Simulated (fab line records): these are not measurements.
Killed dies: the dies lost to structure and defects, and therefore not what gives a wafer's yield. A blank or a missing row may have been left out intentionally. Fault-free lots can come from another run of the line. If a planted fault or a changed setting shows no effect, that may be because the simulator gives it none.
The tool behind it: which one? || flow ritCmos || 42 wafers from 14 lots sampled at 2 of the route's 202 steps

## WHAT THE GAUGES READ, wafer by wafer
The record holds no reading of a measuring or inspecting step that can be judged against a usual standard deviation.

## WHICH TOOL RAN EACH LOT (tool, then ch and the chambers of the sampled wafers, then the start)
{"lot": "L566", "RIT_CONTACT_ETCH_11": "rieDiel-01 ch 0,2,3, day 3 06:59", "RIT_M1_PROBE_99": "prober-01, day 3 12:04"}
{"lot": "L568", "RIT_CONTACT_ETCH_11": "rieDiel-01 ch 1,2,3, day 3 15:25", "RIT_M1_PROBE_99": "prober-01, day 3 20:31"}
{"lot": "L569", "RIT_CONTACT_ETCH_11": "rieDiel-02 ch 0,1,2, day 3 19:04", "RIT_M1_PROBE_99": "prober-02, day 4 00:05"}
{"lot": "L570", "RIT_CONTACT_ETCH_11": "rieDiel-02 ch 0,1, day 4 01:45", "RIT_M1_PROBE_99": "prober-01, day 4 06:57"}
{"lot": "L574", "RIT_CONTACT_ETCH_11": "rieDiel-03 ch 0,3, day 4 19:49", "RIT_M1_PROBE_99": "prober-01, day 5 00:54"}
{"lot": "L575", "RIT_CONTACT_ETCH_11": "rieDiel-03 ch 1,3, day 5 02:05", "RIT_M1_PROBE_99": "prober-02, day 5 07:46"}
{"lot": "L576", "RIT_CONTACT_ETCH_11": "rieDiel-01 ch 0,2,3, day 5 06:31", "RIT_M1_PROBE_99": "prober-01, day 5 11:22"}
{"lot": "L577", "RIT_CONTACT_ETCH_11": "rieDiel-02 ch 0,1,2, day 5 11:45", "RIT_M1_PROBE_99": "prober-02, day 5 16:51"}
{"lot": "L578", "RIT_CONTACT_ETCH_11": "rieDiel-03 ch 0,2,3, day 5 15:27", "RIT_M1_PROBE_99": "prober-01, day 5 20:18"}
{"lot": "L580", "RIT_CONTACT_ETCH_11": "rieDiel-03 ch 0,1,3, day 6 02:47", "RIT_M1_PROBE_99": "prober-01, day 6 07:49"}
{"lot": "L581", "RIT_CONTACT_ETCH_11": "rieDiel-02 ch 1,2, day 6 06:52", "RIT_M1_PROBE_99": "prober-02, day 6 11:43"}
{"lot": "L585", "RIT_CONTACT_ETCH_11": "rieDiel-03 ch 0,1,2, day 7 04:06", "RIT_M1_PROBE_99": "prober-02, day 7 09:24"}
{"lot": "L586", "RIT_CONTACT_ETCH_11": "rieDiel-01 ch 0,1, day 7 09:21", "RIT_M1_PROBE_99": "prober-01, day 7 14:26"}
{"lot": "L588", "RIT_CONTACT_ETCH_11": "rieDiel-03 ch 0,1,3, day 7 17:33", "RIT_M1_PROBE_99": "prober-01, day 8 00:50"}
- RIT_CONTACT_ETCH_11: etches SiO2 in CHF3/CF4/Ar, stops on TiSi2, target depth 480 nm, time 320 s.
- RIT_M1_PROBE_99

## WHAT THE TOOLS THEMSELVES READ (means of the sampled wafers that have a number; where no wafer has one, the mark that the record gives instead)
RIT_CONTACT_ETCH_11. Usual: drypumpMotorCurrentA 5.7 A, standard deviation 0.3; oesProductAu 0.986 a.u., standard deviation 0.014; throttleValvePct 8.91 %, standard deviation 0.14.
{"lot": "L566", "tool": "rieDiel-01", "drypumpMotorCurrentA (A)": 5.7, "oesProductAu (a.u.)": 0.977, "throttleValvePct (%)": 8.91, "flag": ""}
{"lot": "L568", "tool": "rieDiel-01", "drypumpMotorCurrentA (A)": 5.8, "oesProductAu (a.u.)": 0.983, "throttleValvePct (%)": 8.96, "flag": ""}
{"lot": "L569", "tool": "rieDiel-02", "drypumpMotorCurrentA (A)": 5.6, "oesProductAu (a.u.)": 0.981, "throttleValvePct (%)": 8.87, "flag": ""}
{"lot": "L570", "tool": "rieDiel-02", "drypumpMotorCurrentA (A)": 5.7, "oesProductAu (a.u.)": 0.978, "throttleValvePct (%)": 8.85, "flag": ""}
{"lot": "L574", "tool": "rieDiel-03", "drypumpMotorCurrentA (A)": 5.5, "oesProductAu (a.u.)": 0.995, "throttleValvePct (%)": 8.88, "flag": ""}
{"lot": "L575", "tool": "rieDiel-03", "drypumpMotorCurrentA (A)": 5.6, "oesProductAu (a.u.)": 0.987, "throttleValvePct (%)": 8.92, "flag": ""}
{"lot": "L576", "tool": "rieDiel-01", "drypumpMotorCurrentA (A)": 5.7, "oesProductAu (a.u.)": 0.980, "throttleValvePct (%)": 8.91, "flag": ""}
{"lot": "L577", "tool": "rieDiel-02", "drypumpMotorCurrentA (A)": 5.6, "oesProductAu (a.u.)": 0.982, "throttleValvePct (%)": 8.87, "flag": ""}
{"lot": "L578", "tool": "rieDiel-03", "drypumpMotorCurrentA (A)": 5.6, "oesProductAu (a.u.)": 1.005, "throttleValvePct (%)": 8.92, "flag": ""}
{"lot": "L580", "tool": "rieDiel-03", "drypumpMotorCurrentA (A)": 5.5, "oesProductAu (a.u.)": 0.992, "throttleValvePct (%)": 8.90, "flag": ""}
{"lot": "L581", "tool": "rieDiel-02", "drypumpMotorCurrentA (A)": 5.5, "oesProductAu (a.u.)": 0.987, "throttleValvePct (%)": 8.97, "flag": ""}
{"lot": "L585", "tool": "rieDiel-03", "drypumpMotorCurrentA (A)": 5.7, "oesProductAu (a.u.)": 0.992, "throttleValvePct (%)": 8.85, "flag": ""}
{"lot": "L586", "tool": "rieDiel-01", "drypumpMotorCurrentA (A)": 6.3, "oesProductAu (a.u.)": 0.991, "throttleValvePct (%)": 8.99, "flag": ""}
{"lot": "L588", "tool": "rieDiel-03", "drypumpMotorCurrentA (A)": 5.5, "oesProductAu (a.u.)": 0.986, "throttleValvePct (%)": 8.90, "flag": ""}

RIT_M1_PROBE_99. Usual: killed_at_M0_to_M3 0.0, standard deviation 0.14; killedAtContacts 0.0, standard deviation 0.22; killedAtFrontEnd 6.5, standard deviation 3; killedDies 6.6, standard deviation 3; killedOpen 3.4, standard deviation 2.2; killedShort 3.3, standard deviation 1.7.
{"lot": "L566", "tool": "prober-01", "killed_at_M0_to_M3": 0.0, "killedAtContacts": 0.0, "killedAtFrontEnd": 3.7, "killedDies": 3.7, "killedOpen": 1.3, "killedShort": 2.3, "flag": ""}
{"lot": "L568", "tool": "prober-01", "killed_at_M0_to_M3": 0.0, "killedAtContacts": 0.0, "killedAtFrontEnd": 5.0, "killedDies": 5.0, "killedOpen": 2.0, "killedShort": 3.0, "flag": ""}
{"lot": "L569", "tool": "prober-02", "killed_at_M0_to_M3": 0.0, "killedAtContacts": 0.0, "killedAtFrontEnd": 10.0, "killedDies": 10.0, "killedOpen": 3.7, "killedShort": 6.3, "flag": ""}
{"lot": "L570", "tool": "prober-01", "killed_at_M0_to_M3": 0.3, "killedAtContacts": 0.0, "killedAtFrontEnd": 6.7, "killedDies": 7.0, "killedOpen": 4.0, "killedShort": 3.0, "flag": ""}
{"lot": "L574", "tool": "prober-01", "killed_at_M0_to_M3": 0.0, "killedAtContacts": 0.0, "killedAtFrontEnd": 8.0, "killedDies": 8.0, "killedOpen": 3.3, "killedShort": 4.7, "flag": ""}
{"lot": "L575", "tool": "prober-02", "killed_at_M0_to_M3": 0.0, "killedAtContacts": 0.0, "killedAtFrontEnd": 9.3, "killedDies": 9.3, "killedOpen": 6.7, "killedShort": 2.7, "flag": ""}
{"lot": "L576", "tool": "prober-01", "killed_at_M0_to_M3": 0.0, "killedAtContacts": 0.0, "killedAtFrontEnd": 9.0, "killedDies": 9.0, "killedOpen": 3.7, "killedShort": 5.3, "flag": ""}
{"lot": "L577", "tool": "prober-02", "killed_at_M0_to_M3": 0.0, "killedAtContacts": 0.0, "killedAtFrontEnd": 5.7, "killedDies": 5.7, "killedOpen": 2.0, "killedShort": 3.7, "flag": ""}
{"lot": "L578", "tool": "prober-01", "killed_at_M0_to_M3": 0.0, "killedAtContacts": 0.3, "killedAtFrontEnd": 6.0, "killedDies": 6.3, "killedOpen": 3.3, "killedShort": 3.0, "flag": ""}
{"lot": "L580", "tool": "prober-01", "killed_at_M0_to_M3": 0.0, "killedAtContacts": 0.0, "killedAtFrontEnd": 6.7, "killedDies": 6.7, "killedOpen": 3.7, "killedShort": 3.0, "flag": ""}
{"lot": "L581", "tool": "prober-02", "killed_at_M0_to_M3": 0.0, "killedAtContacts": 0.0, "killedAtFrontEnd": 2.3, "killedDies": 2.3, "killedOpen": 1.0, "killedShort": 1.3, "flag": ""}
{"lot": "L585", "tool": "prober-02", "killed_at_M0_to_M3": 0.0, "killedAtContacts": 0.0, "killedAtFrontEnd": 7.7, "killedDies": 7.7, "killedOpen": 5.0, "killedShort": 2.7, "flag": ""}
{"lot": "L586", "tool": "prober-01", "killed_at_M0_to_M3": 0.0, "killedAtContacts": 0.0, "killedAtFrontEnd": 4.0, "killedDies": 4.0, "killedOpen": 2.7, "killedShort": 1.3, "flag": ""}
{"lot": "L588", "tool": "prober-01", "killed_at_M0_to_M3": 0.0, "killedAtContacts": 0.0, "killedAtFrontEnd": 5.3, "killedDies": 5.3, "killedOpen": 2.7, "killedShort": 2.7, "flag": ""}

## THE ANSWER, worked out from the rows above alone
Rule: a lot counts as off when the mean over its wafers that have a number is more than 3 standard deviations away from the usual mean. A lot without any number at a reading at which 4 lots or more have one is off too. Where the step has rows for the other lots, those lots are counted as sound. After the gauges, taken in route order, come the tools' own readings; for these a lot's mean is taken, as printed above. At the first step where some lot is off, the reading lying furthest off is the one used; lots without a number count as furthest.
No lot is off on any of the readings shown, so nothing can be concluded from this.

## WHAT THE SIMULATOR HAD PUT IN
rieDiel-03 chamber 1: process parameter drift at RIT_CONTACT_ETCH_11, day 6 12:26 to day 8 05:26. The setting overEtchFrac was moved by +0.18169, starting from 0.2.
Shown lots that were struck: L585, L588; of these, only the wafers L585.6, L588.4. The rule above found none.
